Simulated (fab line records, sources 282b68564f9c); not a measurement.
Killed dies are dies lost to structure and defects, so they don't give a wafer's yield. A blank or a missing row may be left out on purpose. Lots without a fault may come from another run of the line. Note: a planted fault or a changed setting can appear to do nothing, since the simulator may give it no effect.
Split-lot trial | flow rit cmos | on a route of 202 steps: 5 lots, 27 wafers read

## SPLIT DETAILS
At RIT_SPACER_ETCHBACK_05 (etches Si3N4 in SF6/CHF3, stops on SiO2, target depth 250 nm, time 240 s), the setting target depth a was moved away from the recipe's 2500 angstrom on 6 of the 27 wafers read, by -48.2% to +48.1%. For the rest of the wafers, this setting stayed at what the recipe calls for.

The reading comes from the split's own step.

## THE READING
oes product au, in a.u., at RIT_SPACER_ETCHBACK_05 (etches Si3N4 in SF6/CHF3, stops on SiO2, target depth 250 nm, time 240 s). Fault-free wafers of this fab line usually give 0.841 a.u., standard deviation 0.0086 a.u.

wafer  | tool, chamber at the split | target depth a as run, angstrom | against the recipe | oes product au, a.u. | against lot-mates on the recipe
L078.1 | rie diel-03, 1             | 1295                            | -48.2%             | 1.017                | +0.175
L078.2 | rie diel-03, 2             | 2500                            | recipe             | 0.836                | -
L078.3 | rie diel-03, 0             | 1295                            | -48.2%             | 1.010                | +0.168
L078.4 | rie diel-03, 3             | 2500                            | recipe             | 0.838                | -
L078.5 | rie diel-03, 1             | 1295                            | -48.2%             | 1.016                | +0.174
L078.6 | rie diel-03, 2             | 2500                            | recipe             | 0.851                | -
L079.1 | rie diel-03, 3             | 2500                            | recipe             | 0.847                | -
L079.2 | rie diel-03, 0             | 2500                            | recipe             | 0.837                | -
L079.3 | rie diel-03, 2             | 2500                            | recipe             | 0.847                | -
L079.4 | rie diel-03, 1             | 2500                            | recipe             | 0.846                | -
L079.5 | rie diel-03, 2             | 2500                            | recipe             | 0.847                | -
L079.6 | rie diel-03, 3             | 2500                            | recipe             | 0.844                | -
L081.1 | rie diel-03, 2             | 2500                            | recipe             | 0.848                | -
L081.2 | rie diel-03, 3             | 2500                            | recipe             | 0.841                | -
L081.3 | rie diel-03, 0             | 3702                            | +48.1%             | 0.681                | -0.164
L081.4 | rie diel-03, 1             | 3702                            | +48.1%             | 0.686                | -0.159
L081.5 | rie diel-03, 1             | 3702                            | +48.1%             | 0.676                | -0.169
L081.6 | rie diel-03, 2             | 2500                            | recipe             | 0.847                | -
L082.2 | rie diel-04, 2             | 2500                            | recipe             | 0.829                | -
L082.4 | rie diel-04, 3             | 2500                            | recipe             | 0.837                | -
L082.6 | rie diel-04, 1             | 2500                            | recipe             | 0.842                | -
L083.1 | rie diel-01, 0             | 2500                            | recipe             | 0.845                | -
L083.2 | rie diel-01, 3             | 2500                            | recipe             | 0.834                | -
L083.3 | rie diel-01, 1             | 2500                            | recipe             | 0.851                | -
L083.4 | rie diel-01, 2             | 2500                            | recipe             | 0.834                | -
L083.5 | rie diel-01, 3             | 2500                            | recipe             | 0.837                | -
L083.6 | rie diel-01, 2             | 2500                            | recipe             | 0.829                | -

THE FIT
A straight line over all 27 wafers: oes product au changes by -0.00346 a.u. for each +1% of target depth a; r = -1.00; the points scatter about the line by 0.0068 a.u.
The same after taking each lot's own level away (the mean of its wafers on the recipe; 27 wafers): -0.0035 a.u. for each +1%; r = -1.00; scatter 0.0057 a.u.
According to that fit, moving target depth a by its largest amount changes the reading by 0.17 a.u.
Measured against the standard deviation above, the lots' own levels, which go from 0.8360 to 0.8453 a.u., span 1.1 times it.
Hence the lot-to-lot level has little effect on the slope; both slopes agree.
Check: with one of the wafers moved furthest among these (-48.2%) left out of the fit, the line predicts +0.168 a.u. for it against its lot-mates. Against them it came out at +0.175 a.u.
Tool readings at the split's step, against how far the setting was moved: oes product au r = -1.00.

## THE WHOLE CHAIN: every reading that the file lists as answering this split, in the file's order
step                   | what it does                                                             | reading                                                                           | change (the file's fit)                  | r (the file's)
RIT_SPACER_ETCHBACK_05 | etches Si3N4 in SF6/CHF3, stops on SiO2, target depth 250 nm, time 240 s | oes product au                                                                    | -0.0035 a.u. for each +1% of the setting | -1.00
RIT_SPACER_ETCHBACK_05 | etches Si3N4 in SF6/CHF3, stops on SiO2, target depth 250 nm, time 240 s | SiO2_of_FOX2_OXIDATION_00.thk nm (the simulator's own value, which no gauge read) | -0.458 nm for each +1% of the setting    | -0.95
RIT_SPACER_ETCHBACK_05 | etches Si3N4 in SF6/CHF3, stops on SiO2, target depth 250 nm, time 240 s | poly-Si_of_GATE_CVD_08.thk nm (the simulator's own value, which no gauge read)    | -0.504 nm for each +1% of the setting    | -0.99
RIT_SDANNEAL_CLEAN_00  | cleans in SC1, time 600 s                                                | Si3N4_of_SPACER_CVD_03.thk nm (the simulator's own value, which no gauge read)    | -0.43 nm for each +1% of the setting     | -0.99

## FILE'S OWN FIT
oes product au changes by -0.0035 a.u. for each +1% of target depth a, r = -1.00.
